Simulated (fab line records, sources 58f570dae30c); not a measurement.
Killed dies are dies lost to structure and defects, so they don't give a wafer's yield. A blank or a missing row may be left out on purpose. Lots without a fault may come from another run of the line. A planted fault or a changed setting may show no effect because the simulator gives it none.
Which tool did it? | flow berkeley_cmos170 | 11 lots, 33 wafers sampled, at 3 steps of a route of 331

WHAT THE GAUGES READ, wafer by wafer
UCB170_M1_CD_MEAS_90: target cd 700 nm.
lot  | measured     | on        | cd_nm (nm)
L888 | day 6 22:10  | cd_sem-02 | 699.9 700.3 698.5
L889 | day 7 02:29  | cd_sem-02 | 698.7 698.3 701.1
L890 | day 7 03:45  | cd_sem-02 | 698.7 697.6 699.2
L891 | day 7 13:41  | cd_sem-02 | 695.2 693.1 697.2
L901 | day 9 15:25  | cd_sem-01 | 714.8 712.3 711.6
L903 | day 9 22:49  | cd_sem-01 | 714.1 713.5 712.8
L904 | day 10 12:26 | cd_sem-02 | 701.0 702.4 699.6
L906 | day 10 23:34 | cd_sem-01 | 699.4 698.6 697.7
L908 | day 11 01:20 | cd_sem-01 | 696.9 697.2 696.2
L910 | day 12 02:52 | cd_sem-02 | 697.9 696.1 697.2
L911 | day 12 04:22 | cd_sem-01 | 701.9 700.4 704.9

WHICH TOOL RAN EACH LOT (tool, then ch and the chambers of the sampled wafers, then the start)
lot  | UCB170_CONTACT_STRIP_19              | UCB170_M1_METAL_ETCH_12
L888 | plasma_asher-01 ch 1, day 6 16:31    | rie_metal-04 ch 0,1, day 6 21:56
L889 | plasma_asher-02 ch 0,1, day 6 23:55  | rie_metal-04 ch 0,1, day 7 02:16
L890 | plasma_asher-04 ch 0,1, day 7 01:37  | rie_metal-01 ch 0,1, day 7 03:30
L891 | plasma_asher-04 ch 0,1, day 7 11:12  | rie_metal-01 ch 0,1, day 7 13:26
L901 | plasma_asher-04 ch 0,1, day 9 12:59  | rie_metal-01 ch 0,1, day 9 15:11
L903 | plasma_asher-02 ch 0,1, day 9 20:34  | rie_metal-01 ch 0,1, day 9 22:35
L904 | plasma_asher-02 ch 0,1, day 10 09:55 | rie_metal-02 ch 0,1, day 10 12:13
L906 | plasma_asher-04 ch 0,1, day 10 21:39 | rie_metal-02 ch 0,1, day 10 23:20
L908 | plasma_asher-04 ch 0,1, day 10 23:18 | rie_metal-04 ch 0,1, day 11 01:06
L910 | plasma_asher-04 ch 0,1, day 12 00:50 | rie_metal-04 ch 0,1, day 12 02:38
L911 | plasma_asher-04 ch 0,1, day 12 02:16 | rie_metal-02 ch 0,1, day 12 04:08
- UCB170_CONTACT_STRIP_19: strips in O2.
- UCB170_M1_METAL_ETCH_12: etches Al in Cl2/BCl3, stops on PSG, target depth 780 nm, time 130 s.

THE ANSWER, worked out from the rows above alone
Rule: what is usual is taken from the lots themselves. Put in order of their means at a reading, lots are off if they are a third of the lots or fewer, leave a main group of 4 or more, and stand apart from it by a gap of 3 or more times the standard deviation of the main group's means; of several such gaps the widest counts. A main group whose means are all the same, to the digits that the tables above print for the reading, isn't used. A lot without any number at a reading at which 4 lots or more have one is off too. The other lots that the step has rows for count as sound.
Off: L901, L903, at UCB170_M1_CD_MEAS_90 (cd_nm). The main group: mean 698.7 nm, standard deviation 2.1.
A tool fits if, at a process step before that reading, it ran every lot that is off, and no sound lot after the first of them. The gauges at UCB170_M1_CD_MEAS_90 are tried like those tools. One fits: rie_metal-01 at UCB170_M1_METAL_ETCH_12. Its last sound lot is L891 (day 7 13:26), its first lot that is off L901 (day 9 15:11): a fault that began between those two fits.

WHAT THE SIMULATOR HAD PUT IN
Process parameter drift: rie_metal-01, from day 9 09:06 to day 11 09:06, at UCB170_M1_METAL_ETCH_12. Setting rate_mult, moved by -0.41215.
Lots struck among those shown: L901, L903. The rule above found the same.
